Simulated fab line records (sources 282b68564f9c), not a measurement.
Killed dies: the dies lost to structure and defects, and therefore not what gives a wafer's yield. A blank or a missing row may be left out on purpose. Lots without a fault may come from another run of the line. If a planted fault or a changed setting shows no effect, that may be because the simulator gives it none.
Comparing a struck lot with a sound one -- flow ritCmos -- 44 steps out of a route of 202
Sound: these wafers, L808.1, L808.3, L808.6. Struck: wafers L816.1, L816.5, L816.6. Last of all comes the cause.
Per side, at each step with rows, come the tool, then ch with its chambers, and then its first start. Under that, the readings that differ: sound wafers -- struck wafers -- difference of the means -- sigmas: that difference in standard deviations of wafers without a fault.
alike: same words and numbers on both sides, and readings whose means sit less than 2 such deviations apart. not compared: any withheld reading, any reading some wafer has no value for, any bound like >300 that may hide the same value, and any number with overlapping values for which the record gives no deviation.
The two part at a step that has a row with sigmas, a row that says differs or no value, or rows on one side only. When numbers do not overlap yet have no deviation, they are printed without sigmas and do not part them. A reading missing from all wafers of one side parts the sides only when that side holds two or more wafers.

first, 3 steps without rows for these wafers: RIT_REOX_CLEAN_01 (cleans in dHF, time 30 s); RIT_REOX_CLEAN_02 (cleans in SC2, time 583.4 s); RIT_REOX_OXIDATION_03 (target thk 25.2 nm, ox time 5580 s).
RIT_REOX_THK_MEAS_04:
  struck on filmMetro-01, day 5 21:31; sound on filmMetro-01, day 4 04:19
  alike: REOX_OXIDE_THK
then, 6 steps without rows for these wafers: RIT_NLDD_HMDS_00 (prime time 60 s); RIT_NLDD_COAT_01 (resist thk 1000 nm); RIT_NLDD_SOFTBAKE_02 (time 60 s); RIT_NLDD_EXPOSE_03 (exposes mask M7, target cd 40700 nm); RIT_NLDD_PEB_04; RIT_NLDD_DEVELOP_05 (develop time 50 s).
RIT_NLDD_OVL_MEAS_06:
  struck on overlay-01, day 5 22:26; sound on overlay-01, day 4 05:13
  alike: NLDD_OVL
then, 1 step without rows for these wafers: RIT_NLDD_HARDBAKE_07 (time 60 s).
RIT_NLDD_IMPLANT_08:
  sound on implanter-03 ch 0, day 4 05:25; struck on implanter-01 ch 0, day 5 22:37
reading,sound,struck,difference,sigmas
doseIonsCm2,5.004e+14 5.003e+14 4.999e+14,5.245e+14 5.239e+14 5.245e+14,+2.410e+13,+42
  alike: tiltDeg
RIT_NLDD_STRIP_09: strips in O2, time 180 s.
  sound on plasmaAsher-03 ch 0,1, day 4 05:34; struck on plasmaAsher-01 ch 0,1, day 5 22:46
  alike: chamberPressureMTorr, drypumpMotorCurrentA
  not compared: rfHoursCounterH
RIT_NLDD_TW_MEAS_10:
  struck on filmMetro-02, day 5 22:56; sound on filmMetro-03, day 4 05:44
reading,sound,struck,difference,sigmas
NLDD_TW,2471 2474 2476,2509 2512 2518,+39,+4
then, 6 steps without rows for these wafers: RIT_PLDD_HMDS_00 (prime time 60 s); RIT_PLDD_COAT_01 (resist thk 1000 nm); RIT_PLDD_SOFTBAKE_02 (time 60 s); RIT_PLDD_EXPOSE_03 (exposes mask M8, target cd 40900 nm); RIT_PLDD_PEB_04; RIT_PLDD_DEVELOP_05 (develop time 50 s).
RIT_PLDD_OVL_MEAS_06:
  struck on overlay-01, day 5 23:51; sound on overlay-01, day 4 06:38
  alike: PLDD_OVL
then, 2 steps without rows for these wafers: RIT_PLDD_HARDBAKE_07 (time 60 s); RIT_PLDD_IMPLANT_08.
RIT_PLDD_STRIP_09: strips in O2, time 180 s.
  sound on plasmaAsher-04 ch 1, day 4 06:59; struck on plasmaAsher-04 ch 0,1, day 6 00:11
  alike: chamberPressureMTorr, drypumpMotorCurrentA
  not compared: rfHoursCounterH
RIT_PLDD_TW_MEAS_10:
  struck on filmMetro-04, day 6 00:22; sound on filmMetro-03, day 4 07:09
reading,sound,struck,difference,sigmas
PLDD_TW,2334 2331 2332,2354 2364 2365,+29,+3
then, 4 steps without rows for these wafers: RIT_SPACER_CLEAN_00 (cleans in SC1, time 623.6 s); RIT_SPACER_CLEAN_01 (cleans in dHF, time 30 s); RIT_SPACER_CLEAN_02 (cleans in SC2, time 600 s); RIT_SPACER_CVD_03 (deposits Si3N4 from SiH2Cl2/NH3, target thk 250 nm, time 3300 s).
RIT_SPACER_THK_MEAS_04:
  struck on filmMetro-04, day 6 02:43; sound on filmMetro-03, day 4 09:29
  alike: SPACER_NITRIDE_THK
RIT_SPACER_ETCHBACK_05: etches Si3N4 in SF6/CHF3, stops on SiO2, target depth 250 nm, time 240 s.
  sound on rieDiel-01 ch 0,1, day 4 09:33; struck on rieDiel-03 ch 0,3, day 6 02:47
reading,sound,struck,difference,sigmas
throttleValvePct (%),10.03 10.07 10.02,10.52 10.51 10.07,+0.33,+2
  alike: chamberPressureMTorr, drypumpMotorCurrentA, oesProductAu
  not compared: rfHoursCounterH
then, 6 steps without rows for these wafers: RIT_NSD_HMDS_00 (prime time 60 s); RIT_NSD_COAT_01 (resist thk 1000 nm); RIT_NSD_SOFTBAKE_02 (time 60 s); RIT_NSD_EXPOSE_03 (exposes mask M9, target cd 40700 nm); RIT_NSD_PEB_04; RIT_NSD_DEVELOP_05 (develop time 50 s).
RIT_NSD_OVL_MEAS_06:
  struck on overlay-02, day 6 03:58; sound on overlay-01, day 4 10:33
  alike: NSD_OVL
then, 2 steps without rows for these wafers: RIT_NSD_HARDBAKE_07 (time 60 s); RIT_NSD_IMPLANT_08.
RIT_NSD_STRIP_09: strips in O2, time 180 s.
  sound on plasmaAsher-02 ch 0,1, day 4 10:53; struck on plasmaAsher-02 ch 0,1, day 6 04:18
  alike: chamberPressureMTorr, drypumpMotorCurrentA
  not compared: rfHoursCounterH
RIT_SDANNEAL_RS_MEAS_07: measurement is done with a four-point probe.
  struck on filmMetro-04, day 6 06:46; sound on filmMetro-02, day 4 13:41
reading,sound,struck,difference,sigmas
NLDD_RS (ohm/sq),151.6 151.8 151.6,146.7 146.2 146.2,-5.3,-10
RIT_M1_PROBE_99:
  struck on prober-01, day 6 13:48; sound on prober-01, day 4 20:41
  alike: killedAtContacts, killedAtFrontEnd, killedDies, killedOnRim, killedOpen, killedShort

## WHERE THEY PART
Earliest at RIT_NLDD_IMPLANT_08; latest, in this record, at RIT_SDANNEAL_RS_MEAS_07. Later steps at which nothing parts them and some readings are alike: RIT_M1_PROBE_99.

WHY: whatever the simulator had introduced
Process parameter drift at RIT_NLDD_IMPLANT_08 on implanter-01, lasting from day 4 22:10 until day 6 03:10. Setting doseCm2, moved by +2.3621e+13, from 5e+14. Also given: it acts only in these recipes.
